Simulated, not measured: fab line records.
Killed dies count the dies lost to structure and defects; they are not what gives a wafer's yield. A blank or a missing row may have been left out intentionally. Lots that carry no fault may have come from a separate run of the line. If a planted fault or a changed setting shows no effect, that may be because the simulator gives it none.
Code-filled problem report in 8D (eight disciplines) form + flow berkeley_cmos170 + the parts of the form that need people (team, actions taken, sign-off) are left out

## 1. THE ISSUE
At UCB170_M1_CD_MEAS_09, cd_nm averages 735.4 nm over 9 wafers from 3 lots, while fault-free wafers read 700.1 nm, standard deviation 1.2. Measured from the usual mean, that is +29 standard deviations.
The step: target cd 700 nm.
Earliest sighting: wafer L440.1 on cd_sem-01 at day 12 09:06. The record holds 45 wafers of 15 lots with a number at this step. Rule for "out", or "out of limits": more than 4 standard deviations from the usual mean. Any other wafer with a number is counted as sound.

## 2. WHAT THIS IS AND IS NOT
| question                    | is                     | is not                                                                 |
|-----------------------------|------------------------|------------------------------------------------------------------------|
| which readings at this step | cd_nm                  | -                                                                      |
| which lots                  | L440, L441, L442       | L421, L425, L426, L428, L429, L430, L431, L432, L433, L438, L439, L443 |
| which wafers of those lots  | all that have a number | -                                                                      |
| read on which gauges        | cd_sem-01, cd_sem-02   | -                                                                      |
| when                        | from day 12 09:06      | up to then (33 sound wafers); but 3 sound wafers of L443 came after    |

## 3. THE SUSPECTS, EACH WITH WHAT RULES IT OUT
Counting: a tool at any process step up to the reading remains a suspect when it ran all the lots that are out and ran no sound lot after the first of those.
- ruled out: the gauge at UCB170_M1_CD_MEAS_09. The wafers that are out were read on 2 gauges (cd_sem-01, cd_sem-02).
- litho_track-04 at UCB170_M1_PEB_07: kept. It processed each lot that is out, first L440 at day 12 08:50, and no sound lot thereafter; up to then, the last sound lot it processed was L433 at day 10 13:55. On those wafers its own readings are out: heater_power_total_W, plate_temp_C.
Remaining after the count: litho_track-04 at UCB170_M1_PEB_07.

## 4. THE CAUSE (what the simulator had put in)
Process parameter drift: litho_track-04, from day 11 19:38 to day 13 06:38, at UCB170_M1_PEB_07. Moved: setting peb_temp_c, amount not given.
Counting left only this tool.

## 5. THE CHAIN OF EFFECTS, in route order
Each row: a reading whose mean over the struck wafers that have a number lies more than 3 standard deviations from the usual. Scope: only readings with a usual standard deviation given in the record; hours: median across lots of the time from each lot's start at the first step in this table that gives one to its start at this step; sigmas: change in usual standard deviations.
| hours | step                 | reading              | usual    | on struck wafers | change | sigmas |
|-------|----------------------|----------------------|----------|------------------|--------|--------|
| 0     | UCB170_M1_PEB_07     | heater_power_total_W | 56.81 W  | 54.02            | -2.79  | -63    |
| 0     | UCB170_M1_PEB_07     | plate_temp_C         | 130.00 C | 125.14           | -4.86  | -37    |
| 0     | UCB170_M1_CD_MEAS_09 | cd_nm                | 700.1 nm | 735.4            | +35.3  | +29    |
| 1     | UCB170_M1_CD_MEAS_90 | cd_nm                | 698.1 nm | 735.0            | +36.9  | +15    |
The process steps in it:
- UCB170_M1_PEB_07
At these later measuring or inspecting steps, every struck wafer for which the step has a row has a number for every such reading, and none has moved that far: UCB170_V1_THK_MEAS_04.

## 6. HOW IT WOULD HAVE BEEN CAUGHT EARLIER
In this record the first reading out of limits at a measuring or inspecting step was taken at day 12 09:06, 13 hours after the fault began at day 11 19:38.
At UCB170_M1_PEB_07, the tool's own readings (heater_power_total_W, plate_temp_C) were out on each struck wafer the step has a row for, so an alarm limit on them would have fired on the first such wafer.
Of the lots that are out (3), L442 began UCB170_M1_PEB_07 on litho_track-04 after day 12 09:06. Had the tool been put on hold then, it would have been spared.
